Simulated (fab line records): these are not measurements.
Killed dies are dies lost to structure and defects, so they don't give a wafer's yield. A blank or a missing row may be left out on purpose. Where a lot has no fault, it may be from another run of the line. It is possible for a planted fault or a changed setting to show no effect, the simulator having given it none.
Which tool was responsible?	flow berkeley_cmos170	7 lots with 21 wafers sampled at 3 steps, on a route of 331 steps

WHAT THE GAUGES READ, wafer by wafer
UCB170_NLDD_TW_MEAS_11.
lot	measured	on	NLDD_TW
L597	day 6 22:58	film_metro-02	2213 2193 2192
L601	day 7 22:01	film_metro-04	2199 2212 2210
L604	day 8 06:26	film_metro-02	2202 2192 2199
L607	day 8 21:05	film_metro-02	2210 2211 2211
L609	day 8 19:35	film_metro-02	2218 2204 2203
L611	day 9 11:40	film_metro-02	2206 2186 2207
L613	day 9 22:34	film_metro-01	2319 2317 2316

WHAT TOOL EACH LOT RAN ON (gives the tool, then ch and the chambers of the sampled wafers, and finally the start)
lot	UCB170_ZERO_ETCH_06	UCB170_NLDD_IMPLANT_09
L597	rie_diel-02 ch 0,1,2, day 1 23:53	implanter-04 ch 0, day 6 22:43
L601	rie_diel-01 ch 0,1,2, day 3 00:24	implanter-03 ch 0, day 7 21:46
L604	rie_diel-03 ch 0,1,3, day 3 12:16	implanter-03 ch 0, day 8 06:12
L607	rie_diel-02 ch 0,3, day 4 04:00	implanter-04 ch 0, day 8 20:50
L609	rie_diel-02 ch 0,1,2, day 4 11:50	implanter-01 ch 0, day 8 19:21
L611	rie_diel-01 ch 0,1, day 4 20:07	implanter-03 ch 0, day 9 11:25
L613	rie_diel-03 ch 0,1, day 5 13:18	implanter-03 ch 0, day 9 22:20
- UCB170_ZERO_ETCH_06: etches SiO2 in CHF3/CF4/Ar, time 12 s.
- UCB170_NLDD_IMPLANT_09

THE ANSWER, worked out from the rows above alone
Rule: the lots themselves supply what counts as usual. The widest of any qualifying gaps counts: lots, ordered by their means at a reading, are off when they make up no more than a third of the lots, leave a main group of 4 or more, and stand apart from it by 3 or more times the standard deviation of that group's means. If all means in a main group match to the digits the tables above print for the reading, that group is not used. Also off: a lot with no number at a reading for which 4 or more lots have one. The other lots that the step has rows for count as sound.
Off: L613, seen at UCB170_NLDD_TW_MEAS_11 (NLDD_TW). For the main group the mean is 2204 and the standard deviation 5.
A tool fits if, at a process step before that reading, it ran every lot that is off, and no sound lot after the first of them. The gauges at UCB170_NLDD_TW_MEAS_11 are tried like those tools. Can't be told from this: 3 tools fit, rie_diel-03 at UCB170_ZERO_ETCH_06, implanter-03 at UCB170_NLDD_IMPLANT_09, film_metro-01 at UCB170_NLDD_TW_MEAS_11.

WHAT THE SIMULATOR HAD INSERTED
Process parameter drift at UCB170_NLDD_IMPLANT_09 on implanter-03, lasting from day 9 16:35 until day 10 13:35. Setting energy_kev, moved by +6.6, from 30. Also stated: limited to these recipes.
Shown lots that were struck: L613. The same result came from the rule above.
